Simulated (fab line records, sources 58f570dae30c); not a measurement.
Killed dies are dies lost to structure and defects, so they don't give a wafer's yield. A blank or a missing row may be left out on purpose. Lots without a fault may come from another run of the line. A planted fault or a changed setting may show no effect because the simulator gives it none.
Split-lot experiment | flow berkeley_cmos170 | 5 lots, 23 wafers read, on a route of 331 steps

THE SPLIT
At UCB170_SACOX_OXIDATION_01 (target thk 14.4 nm, ox time 2400 s), the setting temp_c was moved away from the recipe's 900 C on 10 of the 23 wafers read, by -2.9% to +2.6%. The other wafers ran this setting at the recipe's value.

The file shows no step between the split and the reading.

THE READING
SACOX_OXIDE_THK, in nm, at UCB170_SACOX_THK_MEAS_02. Fault-free wafers of this fab line usually give 14.40 nm, standard deviation 0.21 nm.

wafer  | tool, chamber at the split | temp_c as run, C | against the recipe | SACOX_OXIDE_THK, nm | against lot-mates on the recipe
L076.1 | -, -                       | 923.6            | +2.6%              | 18.18               | no lot-mate on the recipe
L076.2 | -, -                       | 923.6            | +2.6%              | 18.24               | no lot-mate on the recipe
L076.3 | -, -                       | 923.6            | +2.6%              | 18.18               | no lot-mate on the recipe
L076.4 | -, -                       | 923.6            | +2.6%              | 18.12               | no lot-mate on the recipe
L076.6 | -, -                       | 923.6            | +2.6%              | 18.07               | no lot-mate on the recipe
L079.2 | -, -                       | 873.7            | -2.9%              | 10.98               | no lot-mate on the recipe
L079.3 | -, -                       | 873.7            | -2.9%              | 10.66               | no lot-mate on the recipe
L079.4 | -, -                       | 873.7            | -2.9%              | 10.52               | no lot-mate on the recipe
L079.5 | -, -                       | 873.7            | -2.9%              | 10.80               | no lot-mate on the recipe
L079.6 | -, -                       | 873.7            | -2.9%              | 10.85               | no lot-mate on the recipe
L081.1 | -, -                       | 900              | recipe             | 14.46               | -
L081.2 | -, -                       | 900              | recipe             | 14.50               | -
L081.4 | -, -                       | 900              | recipe             | 14.56               | -
L081.5 | -, -                       | 900              | recipe             | 14.44               | -
L081.6 | -, -                       | 900              | recipe             | 14.49               | -
L083.2 | -, -                       | 900              | recipe             | 14.31               | -
L083.3 | -, -                       | 900              | recipe             | 14.38               | -
L083.4 | -, -                       | 900              | recipe             | 14.04               | -
L083.5 | -, -                       | 900              | recipe             | 14.41               | -
L083.6 | -, -                       | 900              | recipe             | 14.34               | -
L085.1 | furnace-02, 0              | 900              | recipe             | 14.59               | -
L085.3 | furnace-02, 0              | 900              | recipe             | 14.52               | -
L085.6 | furnace-02, 0              | 900              | recipe             | 14.59               | -

THE FIT
A straight line over all 23 wafers: SACOX_OXIDE_THK changes by +1.33 nm for each +1% of temp_c; r = +1.00; the points scatter about the line by 0.18 nm.
Too few moved wafers have a lot-mate on the recipe to fit a line with each lot's own level taken away.

THE WHOLE CHAIN: every reading that the file lists as answering this split, in the file's order
step                      | what it does                       | reading                                                                            | change (the file's fit)              | r (the file's)
UCB170_SACOX_OXIDATION_01 | target thk 14.4 nm, ox time 2400 s | SiO2_of_SACOX_OXIDATION_01.thk_nm (the simulator's own value, which no gauge read) | +1.33 nm for each +1% of the setting | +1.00
UCB170_SACOX_THK_MEAS_02  |                                    | SACOX_OXIDE_THK                                                                    | +1.33 for each +1% of the setting    | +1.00

THE FILE'S OWN FIT
SACOX_OXIDE_THK changes by +1.33 nm for each +1% of temp_c, r = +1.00.
